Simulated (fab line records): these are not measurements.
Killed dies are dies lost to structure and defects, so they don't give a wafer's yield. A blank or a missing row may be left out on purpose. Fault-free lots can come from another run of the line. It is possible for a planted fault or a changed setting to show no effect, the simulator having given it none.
Matching of chambers :: flow rit cmos :: wet bench-01 running RIT_FOX1_WET_ETCH_02: 3 sister chambers
The step etches SiO2 in BOE, target depth 350 nm, time 390 s. 14 wafers are shown with their chamber, then 7 later ones without.

== WAFERS, EACH WITH ITS CHAMBER ==
wafer: L314.1
chamber: 2
bath heat duty pct (%): 1.3

wafer: L314.4
chamber: 2
bath heat duty pct (%): 1.8

wafer: L314.6
chamber: 2
bath heat duty pct (%): 1.4

wafer: L318.1
chamber: 2
bath heat duty pct (%): 1.4

wafer: L318.4
chamber: 2
bath heat duty pct (%): 2.0

wafer: L318.5
chamber: 2
bath heat duty pct (%): 2.0

wafer: L319.3
chamber: 1
bath heat duty pct (%): 2.7

wafer: L319.5
chamber: 1
bath heat duty pct (%): 1.7

wafer: L319.6
chamber: 1
bath heat duty pct (%): 1.4

wafer: L325.1
chamber: 3
bath heat duty pct (%): 1.9

wafer: L325.2
chamber: 3
bath heat duty pct (%): 2.2

wafer: L325.5
chamber: 3
bath heat duty pct (%): 1.5

wafer: L331.1
chamber: 2
bath heat duty pct (%): 1.3

wafer: L331.2
chamber: 2
bath heat duty pct (%): 1.8

SIGNATURES, as means of the wafers listed above
reading: bath heat duty pct
chamber 1: 1.933
chamber 2: 1.625
chamber 3: 1.867
scatter within a chamber: 0.408
Rule: a wafer lies at a distance from a chamber equal to the root of the sum of squares, over the readings, of (its reading less the chamber's mean, divided by the reading's scatter). The wafer belongs to the nearest chamber; if the next one is less than 2 further off, it can't be placed. The scatter is the square root of a quotient: the sum, over the shown wafers, of each reading's squared deviation from its chamber's mean, divided by wafers minus chambers.

== WAFERS WITH NO CHAMBER GIVEN ==
wafer: L331.4
bath heat duty pct (%): 1.7

wafer: L336.1
bath heat duty pct (%): 1.0

wafer: L336.2
bath heat duty pct (%): 1.9

wafer: L336.6
bath heat duty pct (%): 1.9

wafer: L337.4
bath heat duty pct (%): 2.2

wafer: L337.5
bath heat duty pct (%): 2.1

wafer: L337.6
bath heat duty pct (%): 2.2

== EACH ONE'S CHAMBER ==
wafer: L331.4
from the rows above: can't be placed: 2 or 3 or 1
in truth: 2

wafer: L336.1
from the rows above: can't be placed: 2 or 3 or 1
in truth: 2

wafer: L336.2
from the rows above: can't be placed: 3 or 1 or 2
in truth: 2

wafer: L336.6
from the rows above: can't be placed: 3 or 1 or 2
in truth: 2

wafer: L337.4
from the rows above: can't be placed: 1 or 3 or 2
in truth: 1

wafer: L337.5
from the rows above: can't be placed: 1 or 3 or 2
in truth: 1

wafer: L337.6
from the rows above: can't be placed: 1 or 3 or 2
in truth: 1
Correctly placed: 0 of 7. Can't be placed from these rows: 7 (the true chamber is among the candidates in 7). 0 placed wrongly.
